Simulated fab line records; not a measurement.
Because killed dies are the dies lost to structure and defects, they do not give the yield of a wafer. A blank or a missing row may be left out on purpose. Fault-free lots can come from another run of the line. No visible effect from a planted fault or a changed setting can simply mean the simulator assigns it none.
One fault seen from 2 desks | flow berkeley-cmos170 | every desk sees just its own numbers, and what lay behind them comes last

THE METROLOGY DESK
Lot by lot, what the gauges showed, no matter which tool ran the lot: averages of those sampled wafers that carry a number. The brackets show how far a lot's mean lies from the usual mean; more than 4 standard deviations puts the lot out of limits, marked OUT.
Columns: A = V1_BOW at UCB170_V1_BOW_MEAS_03, usual 18 um
lot  | first seen here | A
L877 | day 8 08:56     | 22
L879 | day 8 17:35     | 23
L878 | day 8 20:25     | 19
L880 | day 9 07:57     | 15
L886 | day 10 19:05    | 17
L889 | day 11 13:26    | 20
L890 | day 11 19:41    | 14
L894 | day 12 15:28    | 11
L895 | day 12 17:28    | 20
L893 | day 12 18:49    | 16
L897 | day 12 20:07    | 20
L899 | day 14 11:53    | 17
L900 | day 14 22:56    | 16
This desk's verdict: no lot among the 13 shows anything out of limits.

DESK OF THE TOOL OWNER: wet-bench-04
The tool's own readings at UCB170_PWELL_WET_ETCH_20 (etches SiO2 in BOE, time 22 s): means of the sampled wafers that have a number, for each lot that ran on this tool. The brackets show how far a lot's mean lies from the usual mean; more than 4 standard deviations puts the lot out of limits, marked OUT.
Columns: A = run-length-s at UCB170_PWELL_WET_ETCH_20, usual 49.2 s
lot  | first seen here | A
L877 | day 3 15:56     | 48.9
L879 | day 4 00:32     | 49.1
L880 | day 4 11:31     | 48.6
L886 | day 5 15:05     | 33.1 (-27) OUT
This desk's verdict: out of limits on L886, starting with L886 at day 5 15:05 (run-length-s at UCB170_PWELL_WET_ETCH_20). Within limits: L877, L879, L880.

ALL TOGETHER
The tool owner's desk had the chance to raise an alarm at day 5 15:05 on L886.
At the metrology desk, nothing out of limits was observed.
The metrology desk has L886 on record, within its limits.
Of the lots named, all ran UCB170_PWELL_WET_ETCH_20 on wet-bench-04.

WHAT THE SIMULATOR PUT IN
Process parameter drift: wet-bench-04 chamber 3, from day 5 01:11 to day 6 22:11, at UCB170_PWELL_WET_ETCH_20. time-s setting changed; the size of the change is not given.
Struck lots among those shown: L886.
Each desk's first reading out of limits, in hours after the fault started: the tool owner's desk, 14.
